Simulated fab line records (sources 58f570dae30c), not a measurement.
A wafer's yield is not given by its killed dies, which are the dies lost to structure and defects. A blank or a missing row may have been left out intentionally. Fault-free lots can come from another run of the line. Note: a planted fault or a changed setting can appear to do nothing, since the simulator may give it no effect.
Struck lot and sound lot, side by side || flow berkeley-cmos170 || 19 steps out of a route of 331
Sound: wafers L676.4, L676.5, L676.6. Wafers struck: L672.1, L672.4, L672.5. The cause comes at the end.
Per side, at each step with rows, come the tool, then ch with its chambers, and then its first start. Under that, the readings that differ: sound wafers || struck wafers || difference of the means || sigmas: that difference in standard deviations of wafers without a fault.
alike: words and numbers the same on both sides, and readings whose means are apart by under 2 such deviations; not compared: readings that were withheld, readings missing a value for some wafer, numbers with overlapping values and no deviation given by the record, and bounds like >300 which may hide the same value.
Wherever a step has rows on one side only, a row that says differs or no value, or a row with sigmas, the two part there. Numbers that don't overlap but have no deviation are shown without sigmas and don't part them. A reading that every wafer of one side lacks parts them only if that side has two wafers or more.

UCB170_M1_CD_MEAS_90 targets a cd of 700 nm.
  sound on cd-sem-01 at day 9 15:29; struck on cd-sem-02 at day 9 03:08
  alike: cd-nm
then, 1 step without rows for these wafers: UCB170_M1_ANNEAL_14 (time 1200 s).
UCB170_V1_CVD_00: deposits SiO2 from TEOS/O2, target thk 2000 nm, time 250 s.
  sound on pecvd-04 ch 0,1,2, day 9 20:35; struck on pecvd-02 ch 0,1,2, day 9 08:52
  alike: heater-power-w
UCB170_V1_THK_MEAS_01:
  sound on film-metro-04 at day 9 20:42; struck on film-metro-01 at day 9 09:01
  alike: V1_TEOS_THK
UCB170_V1_CMP_02: polishes SiO2.
  sound on cmp-01 ch 0,1, day 9 20:44; struck on cmp-02 ch 0,2,3, day 9 12:14
  alike: motor-current-A, platen-rpm
UCB170_V1_BOW_MEAS_03:
  sound on film-metro-04 at day 9 21:05; struck on film-metro-01 at day 9 12:29
  alike: V1_BOW
UCB170_V1_THK_MEAS_04:
  sound on film-metro-04 at day 9 21:11; struck on film-metro-01 at day 9 12:37
  alike: V1_POLISHED_THK
then, 5 steps without rows for these wafers: UCB170_V1_CLEAN_05 (cleans in DIW); UCB170_V1_HMDS_06 (prime time 60 s); UCB170_V1_COAT_07 (resist thk 900 nm); UCB170_V1_SOFTBAKE_08 (time 60 s); UCB170_V1_EXPOSE_09 (exposes mask VIA1, target cd 700 nm).
UCB170_V1_PEB_10:
  sound on litho-track-01 ch 0, day 9 22:12; struck on litho-track-04 ch 0, day 9 13:45
then, 1 step without rows for these wafers: UCB170_V1_DEVELOP_11 (develop time 45 s).
UCB170_V1_CD_MEAS_12 targets a cd of 700 nm.
  sound on cd-sem-01 at day 9 22:28; struck on cd-sem-01 at day 9 14:01
{"reading": "cd-nm (nm)", "sound": "703.1 700.1 702.2", "struck": "714.9 714.3 714.2", "difference": "+12.7", "sigmas": "+8"}
UCB170_V1_OVL_MEAS_13:
  sound on overlay-01 at day 9 22:32; struck on overlay-02 at day 9 14:08
  alike: V1_OVL
UCB170_V1_ETCH_14: etches SiO2 in CHF3/CF4/Ar, stops on Al, target depth 1250 nm, time 291 s.
  sound on rie-diel-04 ch 0,1,2, day 9 22:39; struck on rie-diel-03 ch 0,3, day 9 14:11
{"reading": "model.V1.cd-nm (nm)", "sound": "700.8 701.1 702.1", "struck": "713.9 713.3 713", "difference": "+12.1", "sigmas": ""}
  alike: drypump-motor-current-A, oes-product-au, throttle-valve-pct
  not compared: rf-hours-counter-h
UCB170_V1_STRIP_15: strips in O2.
  sound on plasma-asher-04 ch 0,1, day 9 22:46; struck on plasma-asher-04 ch 0,1, day 9 14:22
  alike: drypump-motor-current-A, oes-product-au, strip-time-to-endpoint-s
  not compared: rf-hours-counter-h
UCB170_M3_PROBE_99:
  rows exist in the record for the sound wafers here (prober-01, day 10 06:46), none for the struck ones

## WHERE THEY PART
Last at UCB170_M3_PROBE_99 as far as this record goes, first at UCB170_V1_CD_MEAS_12.

WHY: the cause the simulator had injected
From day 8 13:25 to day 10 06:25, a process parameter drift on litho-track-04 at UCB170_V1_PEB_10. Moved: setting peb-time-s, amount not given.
